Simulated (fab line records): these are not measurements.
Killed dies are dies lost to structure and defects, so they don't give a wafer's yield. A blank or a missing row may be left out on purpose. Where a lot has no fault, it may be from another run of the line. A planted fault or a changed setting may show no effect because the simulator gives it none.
2 desks looking at one fault | flow berkeleyCmos170 | numbers are kept per desk, each desk with only its own; the story behind them comes last

## METROLOGY DESK
What the gauges read, lot by lot, whatever tool the lot ran on: means of the sampled wafers that have a number. Marked OUT: a lot whose mean sits more than 4 standard deviations from the usual mean, which makes it out of limits; the brackets give that distance.
Columns: A = NLDD_TW at UCB170_NLDD_TW_MEAS_11, usual 2234; B = NLDD_RS at UCB170_SDANNEAL_RS_MEAS_05, usual 615.7 ohm/sq
lot  | first seen here | A              | B
L132 | day 6 20:39     | 2253           | 616.6
L133 | day 7 02:40     | 2228           | 616.8
L135 | day 7 13:37     | 2222           | 615.7
L134 | day 7 13:44     | 2253           | 616.3
L138 | day 7 13:54     | 2227           | 616.3
L141 | day 7 23:34     | 2249           | 614.3
L142 | day 8 11:56     | 2065 (-13) OUT | 763.3 (+99 or more) OUT
L143 | day 8 18:55     | 2027 (-16) OUT | 765.2 (+99 or more) OUT
L145 | day 9 06:01     | 2228           | 617.8
L146 | day 9 10:34     | 2224           | 615.3
L147 | day 9 12:01     | 2225           | 616.4
L148 | day 9 12:18     | 2223           | 616.0
L149 | day 10 02:06    | 2232           | 615.2
L150 | day 10 08:31    | 2247           | 614.1
This desk finds L142, L143 out of limits, with the earliest case on L142 at day 8 11:56 (NLDD_TW at UCB170_NLDD_TW_MEAS_11). L132, L133, L135, L134, L138, L141, L145, L146, L147, L148, L149, L150 stayed within limits.

## THE TOOL OWNER'S DESK: implanter-01
The tool's own readings at UCB170_NLDD_IMPLANT_08: means of the sampled wafers that have a number, for each lot that ran on this tool. Marked OUT: a lot whose mean sits more than 4 standard deviations from the usual mean, which makes it out of limits; the brackets give that distance.
Columns: A = doseIonsCm2 at UCB170_NLDD_IMPLANT_08, usual 5e+13; B = endStationPressureTorr at UCB170_NLDD_IMPLANT_08, usual 5.13e-06 Torr; C = faradayCurrentUA at UCB170_NLDD_IMPLANT_08, usual 158
lot  | first seen here | A                       | B        | C
L132 | day 6 20:16     | 5e+13                   | 5.14e-06 | 161
L141 | day 7 23:10     | 5e+13                   | 5.09e-06 | 154
L142 | day 8 11:32     | 2e+13 (-99 or more) OUT | 5.03e-06 | 70 (-28) OUT
L143 | day 8 18:31     | 2e+13 (-99 or more) OUT | 5.07e-06 | 71 (-27) OUT
This desk finds L142, L143 out of limits, L142 being first, at day 8 11:32 (doseIonsCm2 at UCB170_NLDD_IMPLANT_08). L132, L141 stayed within limits.

## TAKEN TOGETHER
At day 8 11:32, on L142, L143, the tool owner's desk was in a position to raise an alarm.
On L142, L143, the metrology desk was in a position to raise an alarm at day 8 11:56.
On implanter-01, each named lot ran UCB170_NLDD_IMPLANT_08.

## WHAT THE SIMULATOR HAD INSERTED
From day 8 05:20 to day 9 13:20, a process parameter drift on implanter-01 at UCB170_NLDD_IMPLANT_08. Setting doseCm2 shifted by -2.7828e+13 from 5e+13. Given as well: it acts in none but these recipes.
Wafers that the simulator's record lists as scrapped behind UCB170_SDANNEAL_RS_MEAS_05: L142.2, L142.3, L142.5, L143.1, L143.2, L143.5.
Shown lots that were struck: L142, L143.
Hours from the fault's start to each desk's first reading out of limits: the tool owner's desk, 6; the metrology desk, 7.
